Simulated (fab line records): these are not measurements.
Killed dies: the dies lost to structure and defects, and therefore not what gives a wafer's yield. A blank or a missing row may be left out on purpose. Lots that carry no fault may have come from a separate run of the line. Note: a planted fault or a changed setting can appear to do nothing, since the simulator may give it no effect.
Split-lot experiment / flow ritCmos / route with 202 steps; 5 lots, 23 wafers read

ON THE SPLIT
At RIT_GATE_CVD_08 (deposits poly-Si from SiH4, target thk 250 nm, time 2220 s), the setting tempC was moved away from the recipe's 610 C on 10 of the 23 wafers read, by -0.9% to +2.7%. For the rest of the wafers, this setting stayed at what the recipe calls for.

FROM THE SPLIT TO THE READING: what the file shows between them, 4 steps
- RIT_GATE_EXPOSE_13: exposes mask M6, target cd 150 nm (also split here: doseMj)
- RIT_GATE_PEB_14
- RIT_GATE_DEVELOP_15: develop time 52.08 s
- RIT_GATE_HARDBAKE_18: time 60 s

THE READING
oesProductAu, in a.u., at RIT_GATE_ETCH_19 (etches poly-Si in SF6/CHF3/O2, stops on SiO2, time 165 s, target depth 312.5 nm). A value of 0.851 a.u. with a standard deviation of 0.018 a.u. is what fault-free wafers of this fab line usually give.

wafer=L076.1; tool, chamber at the split=-, -; tempC as run, C=604.4; against the recipe=-0.9%; oesProductAu, a.u.=0.783; against lot-mates on the recipe=no lot-mate on the recipe
wafer=L076.2; tool, chamber at the split=-, -; tempC as run, C=604.4; against the recipe=-0.9%; oesProductAu, a.u.=0.791; against lot-mates on the recipe=no lot-mate on the recipe
wafer=L076.4; tool, chamber at the split=-, -; tempC as run, C=604.4; against the recipe=-0.9%; oesProductAu, a.u.=0.756; against lot-mates on the recipe=no lot-mate on the recipe
wafer=L076.5; tool, chamber at the split=-, -; tempC as run, C=604.4; against the recipe=-0.9%; oesProductAu, a.u.=0.757; against lot-mates on the recipe=no lot-mate on the recipe
wafer=L076.6; tool, chamber at the split=-, -; tempC as run, C=604.4; against the recipe=-0.9%; oesProductAu, a.u.=0.780; against lot-mates on the recipe=no lot-mate on the recipe
wafer=L077.1; tool, chamber at the split=-, -; tempC as run, C=626.4; against the recipe=+2.7%; oesProductAu, a.u.=0.972; against lot-mates on the recipe=no lot-mate on the recipe
wafer=L077.2; tool, chamber at the split=-, -; tempC as run, C=626.4; against the recipe=+2.7%; oesProductAu, a.u.=0.984; against lot-mates on the recipe=no lot-mate on the recipe
wafer=L077.3; tool, chamber at the split=-, -; tempC as run, C=626.4; against the recipe=+2.7%; oesProductAu, a.u.=0.979; against lot-mates on the recipe=no lot-mate on the recipe
wafer=L077.4; tool, chamber at the split=-, -; tempC as run, C=626.4; against the recipe=+2.7%; oesProductAu, a.u.=1.022; against lot-mates on the recipe=no lot-mate on the recipe
wafer=L077.5; tool, chamber at the split=-, -; tempC as run, C=626.4; against the recipe=+2.7%; oesProductAu, a.u.=0.997; against lot-mates on the recipe=no lot-mate on the recipe
wafer=L080.1; tool, chamber at the split=-, -; tempC as run, C=610; against the recipe=recipe; oesProductAu, a.u.=0.853; against lot-mates on the recipe=-
wafer=L080.2; tool, chamber at the split=-, -; tempC as run, C=610; against the recipe=recipe; oesProductAu, a.u.=0.854; against lot-mates on the recipe=-
wafer=L080.3; tool, chamber at the split=-, -; tempC as run, C=610; against the recipe=recipe; oesProductAu, a.u.=0.845; against lot-mates on the recipe=-
wafer=L080.4; tool, chamber at the split=-, -; tempC as run, C=610; against the recipe=recipe; oesProductAu, a.u.=0.809; against lot-mates on the recipe=-
wafer=L080.6; tool, chamber at the split=-, -; tempC as run, C=610; against the recipe=recipe; oesProductAu, a.u.=0.849; against lot-mates on the recipe=-
wafer=L079.2; tool, chamber at the split=lpcvd-01, 1; tempC as run, C=610; against the recipe=recipe; oesProductAu, a.u.=0.840; against lot-mates on the recipe=-
wafer=L079.3; tool, chamber at the split=lpcvd-01, 1; tempC as run, C=610; against the recipe=recipe; oesProductAu, a.u.=0.861; against lot-mates on the recipe=-
wafer=L079.5; tool, chamber at the split=lpcvd-01, 1; tempC as run, C=610; against the recipe=recipe; oesProductAu, a.u.=0.873; against lot-mates on the recipe=-
wafer=L081.1; tool, chamber at the split=-, -; tempC as run, C=610; against the recipe=recipe; oesProductAu, a.u.=0.853; against lot-mates on the recipe=-
wafer=L081.2; tool, chamber at the split=-, -; tempC as run, C=610; against the recipe=recipe; oesProductAu, a.u.=0.849; against lot-mates on the recipe=-
wafer=L081.3; tool, chamber at the split=-, -; tempC as run, C=610; against the recipe=recipe; oesProductAu, a.u.=0.836; against lot-mates on the recipe=-
wafer=L081.5; tool, chamber at the split=-, -; tempC as run, C=610; against the recipe=recipe; oesProductAu, a.u.=0.838; against lot-mates on the recipe=-
wafer=L081.6; tool, chamber at the split=-, -; tempC as run, C=610; against the recipe=recipe; oesProductAu, a.u.=0.818; against lot-mates on the recipe=-

THE FIT
A straight line over all 23 wafers: oesProductAu changes by +0.0581 a.u. for each +1% of tempC; r = +0.97; the points scatter about the line by 0.019 a.u.
Too few moved wafers with a lot-mate on the recipe to fit a line net of each lot's own level.

THE WHOLE CHAIN: every reading that the file lists as answering this split, in the file's order
step=RIT_GATE_ETCH_19; what it does=etches poly-Si in SF6/CHF3/O2, stops on SiO2, time 165 s, target depth 312.5 nm; reading=oesProductAu; change (the file's fit)=+0.0582 a.u. for each +1% of the setting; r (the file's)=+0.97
step=RIT_REOX_CLEAN_00; what it does=cleans in SC1, time 600 s; reading=poly-Si_of_GATE_CVD_08.thkNm (the simulator's own value, which no gauge read); change (the file's fit)=+41.7 nm for each +1% of the setting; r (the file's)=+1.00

THE FILE'S OWN FIT
oesProductAu changes by +0.0582 a.u. for each +1% of tempC, r = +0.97.
